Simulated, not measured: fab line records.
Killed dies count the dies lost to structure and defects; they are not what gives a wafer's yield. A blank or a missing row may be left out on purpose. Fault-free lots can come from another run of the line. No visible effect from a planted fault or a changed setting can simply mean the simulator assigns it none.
Which tool is to blame? ; flow ritCmos ; 7 lots with 21 wafers sampled at 2 steps, on a route of 202 steps

== WHAT THE GAUGES READ, wafer by wafer ==
RIT_CONTACT_OVL_MEAS_09.
lot;measured;on;CONTACT_OVL (nm)
L633;day 3 13:43;overlay-02;-1.4 0.4 -0.8
L635;day 3 23:19;overlay-02;1.1 -0.9 -0.1
L637;day 4 07:10;overlay-02;2.4 2.6 0.8
L639;day 4 18:53;overlay-02;3.7 4.2 2.7
L646;day 6 02:40;overlay-02;241.9 242.4 241.5
L651;day 7 04:35;overlay-02;1.7 1.8 1.8
L655;day 8 03:58;overlay-01;-0.9 0.3 0.6

== WHICH TOOL RAN EACH LOT (tool, then ch and the chambers of the sampled wafers, then the start) ==
lot;RIT_CONTACT_EXPOSE_05
L633;ilineStepper-01 ch 0, day 3 13:04
L635;ilineStepper-02 ch 0, day 3 22:41
L637;ilineStepper-02 ch 0, day 4 06:32
L639;ilineStepper-02 ch 0, day 4 18:16
L646;ilineStepper-01 ch 0, day 6 02:04
L651;ilineStepper-02 ch 0, day 7 03:44
L655;ilineStepper-02 ch 0, day 8 03:21
- RIT_CONTACT_EXPOSE_05: exposes mask M11, target cd 1000 nm.

== THE ANSWER, worked out from the rows above alone ==
Rule: what is usual is taken from the lots themselves. The widest of any qualifying gaps counts: lots, ordered by their means at a reading, are off when they make up no more than a third of the lots, leave a main group of 4 or more, and stand apart from it by 3 or more times the standard deviation of that group's means. A main group whose means are all the same, to the digits that the tables above print for the reading, isn't used. Also off: a lot with no number at a reading for which 4 or more lots have one. Where the step has rows for the other lots, those lots are counted as sound.
Off: L646, seen at RIT_CONTACT_OVL_MEAS_09 (CONTACT_OVL). Main group: mean 1.1 nm, sd 1.4.
A tool fits if, at a process step before that reading, it ran every lot that is off, and no sound lot after the first of them. Those tools and the gauges at RIT_CONTACT_OVL_MEAS_09 are tried in the same way. One fits: ilineStepper-01 at RIT_CONTACT_EXPOSE_05. A fault onset in the window from L633 (day 3 13:04, its last sound lot) to L646 (day 6 02:04, its first lot off) fits.

== WHAT THE SIMULATOR HAD INSERTED ==
Scanner matching overlay: ilineStepper-01, from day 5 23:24 on, at RIT_CONTACT_EXPOSE_05. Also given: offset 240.
Lots struck among those shown: L646. The rule given above showed the same thing.
